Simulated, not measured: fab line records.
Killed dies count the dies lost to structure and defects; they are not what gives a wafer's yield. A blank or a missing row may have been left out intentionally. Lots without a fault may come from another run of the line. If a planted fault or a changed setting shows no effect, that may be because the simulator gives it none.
A sampling plan put to the test || flow ritCmos || one fab line, 29 faults that these records tell of, each judged on the records of the lots that it struck; 1 more is left out, because the records don't allow judging it
The plan is the line's own looks: the steps of the route at which a gauge or an inspection reads the wafer and doesn't change it. A look can be judged if struck wafers have a number there and the file gives its usual mean and standard deviation on fault-free wafers. Caught: at a look after the fault's first step, the mean of the struck wafers lies 4 or more of those standard deviations (sigma) from the usual mean. On the tool: the test repeated on the tool's own readings taken at the fault's steps. It also counts as caught if the struck wafers ran another recipe or if their record alone is blank.

== THE FAULTS, as the simulator had put them in ==
1. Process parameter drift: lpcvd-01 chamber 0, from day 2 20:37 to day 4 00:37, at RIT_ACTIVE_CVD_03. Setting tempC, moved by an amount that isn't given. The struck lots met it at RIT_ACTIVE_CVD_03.
2. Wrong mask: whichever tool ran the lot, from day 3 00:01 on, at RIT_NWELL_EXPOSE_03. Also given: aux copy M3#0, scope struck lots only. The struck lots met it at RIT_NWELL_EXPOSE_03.
3. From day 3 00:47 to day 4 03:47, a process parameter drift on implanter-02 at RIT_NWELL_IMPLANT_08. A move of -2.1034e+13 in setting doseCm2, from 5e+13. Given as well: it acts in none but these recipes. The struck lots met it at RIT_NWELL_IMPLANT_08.
4. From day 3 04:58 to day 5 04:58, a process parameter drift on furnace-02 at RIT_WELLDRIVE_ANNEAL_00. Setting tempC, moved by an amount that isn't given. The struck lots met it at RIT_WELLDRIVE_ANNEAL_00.
5. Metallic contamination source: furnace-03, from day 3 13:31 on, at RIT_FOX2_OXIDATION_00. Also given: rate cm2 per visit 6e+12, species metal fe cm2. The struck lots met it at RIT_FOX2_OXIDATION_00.
6. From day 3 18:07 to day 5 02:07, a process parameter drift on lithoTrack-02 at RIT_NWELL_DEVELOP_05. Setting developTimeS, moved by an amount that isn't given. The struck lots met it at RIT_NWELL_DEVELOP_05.
7. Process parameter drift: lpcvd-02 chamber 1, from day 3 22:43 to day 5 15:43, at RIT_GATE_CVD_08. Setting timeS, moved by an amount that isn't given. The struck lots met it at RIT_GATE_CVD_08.
8. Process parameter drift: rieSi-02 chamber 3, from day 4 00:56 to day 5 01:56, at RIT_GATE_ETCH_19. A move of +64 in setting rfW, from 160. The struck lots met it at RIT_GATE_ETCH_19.
9. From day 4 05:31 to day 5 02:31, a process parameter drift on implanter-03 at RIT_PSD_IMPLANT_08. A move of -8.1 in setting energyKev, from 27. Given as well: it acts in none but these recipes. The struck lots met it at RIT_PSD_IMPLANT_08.
10. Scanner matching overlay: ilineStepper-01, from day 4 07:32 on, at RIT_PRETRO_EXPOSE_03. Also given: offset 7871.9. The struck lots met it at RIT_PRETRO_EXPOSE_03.
11. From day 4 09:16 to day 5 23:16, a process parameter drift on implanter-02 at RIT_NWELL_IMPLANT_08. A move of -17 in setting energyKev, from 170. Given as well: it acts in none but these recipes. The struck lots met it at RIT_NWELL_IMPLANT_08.
12. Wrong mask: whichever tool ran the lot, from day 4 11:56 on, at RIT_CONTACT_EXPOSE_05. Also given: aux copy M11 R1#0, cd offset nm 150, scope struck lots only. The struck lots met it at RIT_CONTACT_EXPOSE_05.
13. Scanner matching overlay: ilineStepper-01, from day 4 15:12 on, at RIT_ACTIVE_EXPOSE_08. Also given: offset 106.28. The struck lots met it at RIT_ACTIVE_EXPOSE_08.
14. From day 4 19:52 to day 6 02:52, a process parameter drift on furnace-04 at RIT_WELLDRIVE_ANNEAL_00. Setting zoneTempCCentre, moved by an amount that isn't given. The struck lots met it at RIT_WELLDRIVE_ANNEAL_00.
15. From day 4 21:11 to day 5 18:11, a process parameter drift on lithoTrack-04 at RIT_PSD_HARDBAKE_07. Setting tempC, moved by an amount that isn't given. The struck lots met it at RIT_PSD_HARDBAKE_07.
16. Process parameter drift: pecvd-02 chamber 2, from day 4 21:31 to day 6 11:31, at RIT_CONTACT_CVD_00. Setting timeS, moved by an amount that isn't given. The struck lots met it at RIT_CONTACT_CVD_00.
17. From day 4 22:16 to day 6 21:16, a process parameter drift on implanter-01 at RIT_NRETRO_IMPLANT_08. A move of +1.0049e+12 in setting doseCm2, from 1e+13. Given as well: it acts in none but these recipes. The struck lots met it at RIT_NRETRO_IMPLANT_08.
18. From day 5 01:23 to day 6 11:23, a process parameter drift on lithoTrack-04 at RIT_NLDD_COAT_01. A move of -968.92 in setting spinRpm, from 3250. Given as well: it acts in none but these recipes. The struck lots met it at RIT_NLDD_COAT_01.
19. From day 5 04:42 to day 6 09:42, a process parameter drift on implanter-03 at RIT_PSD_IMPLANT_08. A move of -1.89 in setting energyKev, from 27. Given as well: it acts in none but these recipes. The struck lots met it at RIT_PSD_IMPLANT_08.
20. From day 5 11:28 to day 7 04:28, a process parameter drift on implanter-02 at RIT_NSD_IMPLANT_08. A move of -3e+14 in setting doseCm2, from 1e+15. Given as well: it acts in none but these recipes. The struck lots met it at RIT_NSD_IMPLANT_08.
21. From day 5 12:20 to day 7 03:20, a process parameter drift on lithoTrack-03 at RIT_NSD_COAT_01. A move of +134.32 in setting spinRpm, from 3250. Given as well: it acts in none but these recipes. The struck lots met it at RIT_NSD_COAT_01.
22. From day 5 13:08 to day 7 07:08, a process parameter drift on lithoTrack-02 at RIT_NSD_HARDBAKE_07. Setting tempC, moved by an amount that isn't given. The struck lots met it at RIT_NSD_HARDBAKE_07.
23. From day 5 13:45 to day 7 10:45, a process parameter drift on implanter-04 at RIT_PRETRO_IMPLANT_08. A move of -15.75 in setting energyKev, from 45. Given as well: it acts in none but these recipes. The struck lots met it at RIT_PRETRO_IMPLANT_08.
24. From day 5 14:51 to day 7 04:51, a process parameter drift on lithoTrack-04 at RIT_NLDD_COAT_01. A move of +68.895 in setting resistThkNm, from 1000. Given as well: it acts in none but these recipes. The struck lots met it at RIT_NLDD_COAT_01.
25. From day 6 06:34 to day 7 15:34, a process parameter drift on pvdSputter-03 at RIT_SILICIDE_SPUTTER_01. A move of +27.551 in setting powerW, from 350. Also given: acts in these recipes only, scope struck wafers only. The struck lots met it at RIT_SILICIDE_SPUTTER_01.
26. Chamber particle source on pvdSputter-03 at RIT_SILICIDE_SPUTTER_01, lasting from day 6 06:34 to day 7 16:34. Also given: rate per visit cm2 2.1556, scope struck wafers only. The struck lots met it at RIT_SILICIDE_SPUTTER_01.
27. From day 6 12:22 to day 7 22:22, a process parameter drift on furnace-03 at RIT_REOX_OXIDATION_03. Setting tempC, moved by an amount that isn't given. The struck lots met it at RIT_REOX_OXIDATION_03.
28. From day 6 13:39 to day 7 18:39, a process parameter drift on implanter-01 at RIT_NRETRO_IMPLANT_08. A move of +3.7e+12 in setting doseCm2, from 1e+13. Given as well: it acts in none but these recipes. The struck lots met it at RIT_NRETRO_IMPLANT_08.
29. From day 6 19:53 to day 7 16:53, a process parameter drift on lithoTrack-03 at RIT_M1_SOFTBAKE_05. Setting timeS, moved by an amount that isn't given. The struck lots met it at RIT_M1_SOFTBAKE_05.

== WHAT THE PLAN SAW ==
{"fault": 1, "on the tool itself": "susceptorTempC +44 sigma", "first look that catches it": "RIT_ACTIVE_THK_MEAS_04", "reading, sigma": "ACTIVE_NITRIDE_THK +26", "median hours from its first step to that look": 1.4, "hours from the fault's start to the first struck lot there": 4, "judged looks passed uncaught": 0}
{"fault": 2, "on the tool itself": "no reading that can be judged", "first look that catches it": "RIT_NWELL_TW_MEAS_10", "reading, sigma": "NWELL_TW -95", "median hours from its first step to that look": 1.1, "hours from the fault's start to the first struck lot there": 4, "judged looks passed uncaught": 0}
{"fault": 3, "on the tool itself": "doseIonsCm2 -99 or beyond sigma", "first look that catches it": "RIT_NWELL_TW_MEAS_10", "reading, sigma": "NWELL_TW -16", "median hours from its first step to that look": 0.3, "hours from the fault's start to the first struck lot there": 3, "judged looks passed uncaught": 0}
{"fault": 4, "on the tool itself": "tubeCenterTempC -99 or beyond sigma", "first look that catches it": "RIT_WELLDRIVE_RS_MEAS_01", "reading, sigma": "NWELL_RS +28", "median hours from its first step to that look": 5.1, "hours from the fault's start to the first struck lot there": 10, "judged looks passed uncaught": 0}
{"fault": 5, "on the tool itself": "under 2 sigma", "first look that catches it": "none of the 8 looks that can be judged after it", "reading, sigma": "-", "median hours from its first step to that look": "-", "hours from the fault's start to the first struck lot there": "-", "judged looks passed uncaught": 8}
{"fault": 6, "on the tool itself": "no reading that can be judged", "first look that catches it": "not the one look that can be judged after it", "reading, sigma": "strongest: NWELL_TW at RIT_NWELL_TW_MEAS_10, -3.5", "median hours from its first step to that look": "-", "hours from the fault's start to the first struck lot there": "-", "judged looks passed uncaught": 1}
{"fault": 7, "on the tool itself": "under 2 sigma", "first look that catches it": "RIT_GATE_THK_MEAS_09", "reading, sigma": "GATE_POLY_THK +31", "median hours from its first step to that look": 1.6, "hours from the fault's start to the first struck lot there": 12, "judged looks passed uncaught": 0}
{"fault": 8, "on the tool itself": "rfFwdPowerW +99 or beyond sigma", "first look that catches it": "no look after it can be judged", "reading, sigma": "-", "median hours from its first step to that look": "-", "hours from the fault's start to the first struck lot there": "-", "judged looks passed uncaught": 0}
{"fault": 9, "on the tool itself": "beamEnergyKeV -99 or beyond sigma", "first look that catches it": "RIT_PSD_TW_MEAS_10", "reading, sigma": "PSD_TW -17", "median hours from its first step to that look": 0.3, "hours from the fault's start to the first struck lot there": 6, "judged looks passed uncaught": 0}
{"fault": 10, "on the tool itself": "no reading that can be judged", "first look that catches it": "no look after it can be judged", "reading, sigma": "-", "median hours from its first step to that look": "-", "hours from the fault's start to the first struck lot there": "-", "judged looks passed uncaught": 0}
{"fault": 11, "on the tool itself": "beamEnergyKeV -99 or beyond sigma", "first look that catches it": "no look after it can be judged", "reading, sigma": "-", "median hours from its first step to that look": "-", "hours from the fault's start to the first struck lot there": "-", "judged looks passed uncaught": 0}
{"fault": 12, "on the tool itself": "no reading that can be judged", "first look that catches it": "RIT_CONTACT_CD_MEAS_08", "reading, sigma": "cdNm +86", "median hours from its first step to that look": 0.5, "hours from the fault's start to the first struck lot there": 2, "judged looks passed uncaught": 0}
{"fault": 13, "on the tool itself": "no reading that can be judged", "first look that catches it": "no look after it can be judged", "reading, sigma": "-", "median hours from its first step to that look": "-", "hours from the fault's start to the first struck lot there": "-", "judged looks passed uncaught": 0}
{"fault": 14, "on the tool itself": "spikeTcCentreC -28 sigma", "first look that catches it": "RIT_WELLDRIVE_RS_MEAS_01", "reading, sigma": "NWELL_RS +12", "median hours from its first step to that look": 5.1, "hours from the fault's start to the first struck lot there": 14, "judged looks passed uncaught": 0}
{"fault": 15, "on the tool itself": "heaterPowerTotalW -42 sigma", "first look that catches it": "no look after it can be judged", "reading, sigma": "-", "median hours from its first step to that look": "-", "hours from the fault's start to the first struck lot there": "-", "judged looks passed uncaught": 0}
{"fault": 16, "on the tool itself": "runLengthS +46 sigma", "first look that catches it": "RIT_CONTACT_THK_MEAS_01", "reading, sigma": "CONTACT_TEOS_THK +38", "median hours from its first step to that look": 0.0, "hours from the fault's start to the first struck lot there": 8, "judged looks passed uncaught": 0}
{"fault": 17, "on the tool itself": "doseIonsCm2 +91 sigma", "first look that catches it": "RIT_NRETRO_TW_MEAS_10", "reading, sigma": "NRETRO_TW +7.9", "median hours from its first step to that look": 0.3, "hours from the fault's start to the first struck lot there": 10, "judged looks passed uncaught": 0}
{"fault": 18, "on the tool itself": "spinSpeedRpm -99 or beyond sigma", "first look that catches it": "not the one look that can be judged after it", "reading, sigma": "-", "median hours from its first step to that look": "-", "hours from the fault's start to the first struck lot there": "-", "judged looks passed uncaught": 1}
{"fault": 19, "on the tool itself": "beamEnergyKeV -99 or beyond sigma", "first look that catches it": "RIT_SDANNEAL_RS_MEAS_04", "reading, sigma": "PSD_RS +17", "median hours from its first step to that look": 0.8, "hours from the fault's start to the first struck lot there": 12, "judged looks passed uncaught": 1}
{"fault": 20, "on the tool itself": "doseIonsCm2 -99 or beyond sigma", "first look that catches it": "RIT_NSD_TW_MEAS_10", "reading, sigma": "NSD_TW -16", "median hours from its first step to that look": 0.3, "hours from the fault's start to the first struck lot there": 9, "judged looks passed uncaught": 0}
{"fault": 21, "on the tool itself": "spinSpeedRpm +64 sigma", "first look that catches it": "not the one look that can be judged after it", "reading, sigma": "-", "median hours from its first step to that look": "-", "hours from the fault's start to the first struck lot there": "-", "judged looks passed uncaught": 1}
{"fault": 22, "on the tool itself": "heaterPowerTotalW -92 sigma", "first look that catches it": "no look after it can be judged", "reading, sigma": "-", "median hours from its first step to that look": "-", "hours from the fault's start to the first struck lot there": "-", "judged looks passed uncaught": 0}
{"fault": 23, "on the tool itself": "beamEnergyKeV -99 or beyond sigma", "first look that catches it": "RIT_PRETRO_TW_MEAS_10", "reading, sigma": "PRETRO_TW -7.3", "median hours from its first step to that look": 0.3, "hours from the fault's start to the first struck lot there": 4, "judged looks passed uncaught": 0}
{"fault": 24, "on the tool itself": "under 2 sigma", "first look that catches it": "not the one look that can be judged after it", "reading, sigma": "-", "median hours from its first step to that look": "-", "hours from the fault's start to the first struck lot there": "-", "judged looks passed uncaught": 1}
{"fault": 25, "on the tool itself": "cathodeDcPowerW +99 or beyond sigma", "first look that catches it": "RIT_SILICIDE_RS_MEAS_02", "reading, sigma": "SILICIDE_TI_RS -7.1", "median hours from its first step to that look": 0.2, "hours from the fault's start to the first struck lot there": 12, "judged looks passed uncaught": 0}
{"fault": 26, "on the tool itself": "under 2 sigma", "first look that catches it": "none of the 8 looks that can be judged after it", "reading, sigma": "-", "median hours from its first step to that look": "-", "hours from the fault's start to the first struck lot there": "-", "judged looks passed uncaught": 8}
{"fault": 27, "on the tool itself": "tubeCenterTempC +99 or beyond sigma", "first look that catches it": "RIT_REOX_THK_MEAS_04", "reading, sigma": "REOX_OXIDE_THK +11", "median hours from its first step to that look": 2.5, "hours from the fault's start to the first struck lot there": 9, "judged looks passed uncaught": 0}
{"fault": 28, "on the tool itself": "doseIonsCm2 +99 or beyond sigma", "first look that catches it": "RIT_NRETRO_TW_MEAS_10", "reading, sigma": "NRETRO_TW +27", "median hours from its first step to that look": 0.3, "hours from the fault's start to the first struck lot there": 9, "judged looks passed uncaught": 0}
{"fault": 29, "on the tool itself": "heaterPowerTotalW +73 sigma", "first look that catches it": "not the one look that can be judged after it", "reading, sigma": "-", "median hours from its first step to that look": "-", "hours from the fault's start to the first struck lot there": "-", "judged looks passed uncaught": 1}
A dash: the fault is not caught, or the number is missing from these records.

Caught at a look: 16 of 29. Caught on the tool: 20 of 29. By one or the other: 23 of 29.
Faults caught by the tool alone: 8, 11, 15, 18, 21, 22, 29.
Caught at a look alone: faults 2, 7, 12.
Caught by neither: faults 5, 6, 10, 13, 24, 26.

== THINNER SAMPLING ==
In the worst case, this is how late the first struck lot would be measured if the look that catches a fault measured only every second or every third lot, by lot number:
{"fault": 1, "struck lots at that look, in order of time": "L274", "every lot": "4 h", "every second lot": "may miss it", "every third lot": "may miss it"}
{"fault": 2, "struck lots at that look, in order of time": "L889", "every lot": "4 h", "every second lot": "may miss it", "every third lot": "may miss it"}
{"fault": 3, "struck lots at that look, in order of time": "L555, L558", "every lot": "3 h", "every second lot": "20 h", "every third lot": "may miss all 2"}
{"fault": 4, "struck lots at that look, in order of time": "L121, L125", "every lot": "10 h", "every second lot": "may miss all 2", "every third lot": "may miss all 2"}
{"fault": 7, "struck lots at that look, in order of time": "L816", "every lot": "12 h", "every second lot": "may miss it", "every third lot": "may miss it"}
{"fault": 9, "struck lots at that look, in order of time": "L592, L593", "every lot": "6 h", "every second lot": "13 h", "every third lot": "may miss all 2"}
{"fault": 12, "struck lots at that look, in order of time": "L256", "every lot": "2 h", "every second lot": "may miss it", "every third lot": "may miss it"}
{"fault": 14, "struck lots at that look, in order of time": "L583, L585", "every lot": "14 h", "every second lot": "may miss all 2", "every third lot": "may miss all 2"}
{"fault": 16, "struck lots at that look, in order of time": "L439", "every lot": "8 h", "every second lot": "may miss it", "every third lot": "may miss it"}
{"fault": 17, "struck lots at that look, in order of time": "L700, L701", "every lot": "10 h", "every second lot": "13 h", "every third lot": "may miss all 2"}
{"fault": 19, "struck lots at that look, in order of time": "L979, L981", "every lot": "12 h", "every second lot": "may miss all 2", "every third lot": "may miss all 2"}
{"fault": 20, "struck lots at that look, in order of time": "L350, L352", "every lot": "9 h", "every second lot": "may miss all 2", "every third lot": "may miss all 2"}
{"fault": 23, "struck lots at that look, in order of time": "L586, L589", "every lot": "4 h", "every second lot": "20 h", "every third lot": "may miss all 2"}
{"fault": 25, "struck lots at that look, in order of time": "L721", "every lot": "12 h", "every second lot": "may miss it", "every third lot": "may miss it"}
{"fault": 27, "struck lots at that look, in order of time": "L468, L469", "every lot": "9 h", "every second lot": "9 h", "every third lot": "may miss all 2"}
{"fault": 28, "struck lots at that look, in order of time": "L821, L822", "every lot": "9 h", "every second lot": "14 h", "every third lot": "may miss all 2"}
The hour figures run from when the fault began to the first measured lot among those it struck. The limit of 4 sigma was tested on all struck wafers together, so one lot alone may lie under it. Other struck lots may not be in these records.

== THE LONGEST TIMED WAY FROM STEP TO LOOK ==
Fault 14: a median of 5.1 hours passes between RIT_WELLDRIVE_ANNEAL_00 and RIT_WELLDRIVE_RS_MEAS_01. No look between them can be judged.
